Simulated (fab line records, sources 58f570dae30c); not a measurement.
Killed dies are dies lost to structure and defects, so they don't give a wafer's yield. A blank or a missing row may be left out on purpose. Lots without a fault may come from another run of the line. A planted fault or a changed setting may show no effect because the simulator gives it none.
Problem report in the 8D (eight disciplines) form, filled by code | flow berkeley_cmos170 | the parts of the form that need people (team, actions taken, sign-off) are left out

1. THE PROBLEM
SCREENOX_OXIDE_THK at UCB170_SCREENOX_THK_MEAS_02 reads a mean of 16.88 nm on 6 wafers of 2 lots; wafers without a fault read 14.31 nm with a standard deviation of 0.24. That is +11 standard deviations from the usual mean.
First seen on wafer L973.3, day 9 05:46, on film_metro-01. The record holds 39 wafers of 13 lots with a number at this step. Rule for "out", or "out of limits": more than 4 standard deviations from the usual mean. The other wafers with a number count as sound.

2. WHAT IT IS AND WHAT IT IS NOT
question                    | is                     | is not
which readings at this step | SCREENOX_OXIDE_THK     | -
which lots                  | L973, L975             | L957, L958, L959, L960, L961, L962, L963, L964, L978, L979, L980
which wafers of those lots  | all that have a number | -
read on which gauges        | film_metro-01          | film_metro-02, film_metro-03
when                        | from day 9 05:46       | up to then (24 sound wafers); but 9 sound wafers of L978, L979, L980 came after

3. SUSPECTS, AND WHAT RULES EACH OUT
Counting: a tool at a process step up to the reading stays a suspect if it ran every lot that is out and no sound lot after the first of them.
- the gauge at UCB170_SCREENOX_THK_MEAS_02: kept. All the wafers that are out were read on film_metro-01, and no step on other tools shows them out.
Left after counting: film_metro-01 at UCB170_SCREENOX_THK_MEAS_02.

4. THE CAUSE (what the simulator had put in)
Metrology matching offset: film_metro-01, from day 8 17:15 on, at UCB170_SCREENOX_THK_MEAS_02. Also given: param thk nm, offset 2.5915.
Counting left only this tool.

5. THE CHAIN OF EFFECTS, in route order
Each row: a reading whose mean over the struck wafers that have a number lies more than 3 standard deviations from the usual. Only readings for which the record gives a usual standard deviation are gone through. hours: the time from each lot's start at the first step in this table that gives one to its start at this step, as a median over the lots. sigmas: the change in usual standard deviations.
hours | step                        | reading            | usual    | on struck wafers | change | sigmas
0     | UCB170_SCREENOX_THK_MEAS_02 | SCREENOX_OXIDE_THK | 14.31 nm | 16.88            | +2.57  | +11
Later measuring or inspecting steps at which every struck wafer that the step has a row for has a number for every such reading, and none has moved that far: UCB170_M3_OVL_MEAS_16, UCB170_M3_BOW_MEAS_20.

6. WHAT WOULD HAVE CAUGHT IT SOONER
In this record the first reading out of limits at a measuring or inspecting step was taken at day 9 05:46, 13 hours after the fault began at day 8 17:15.
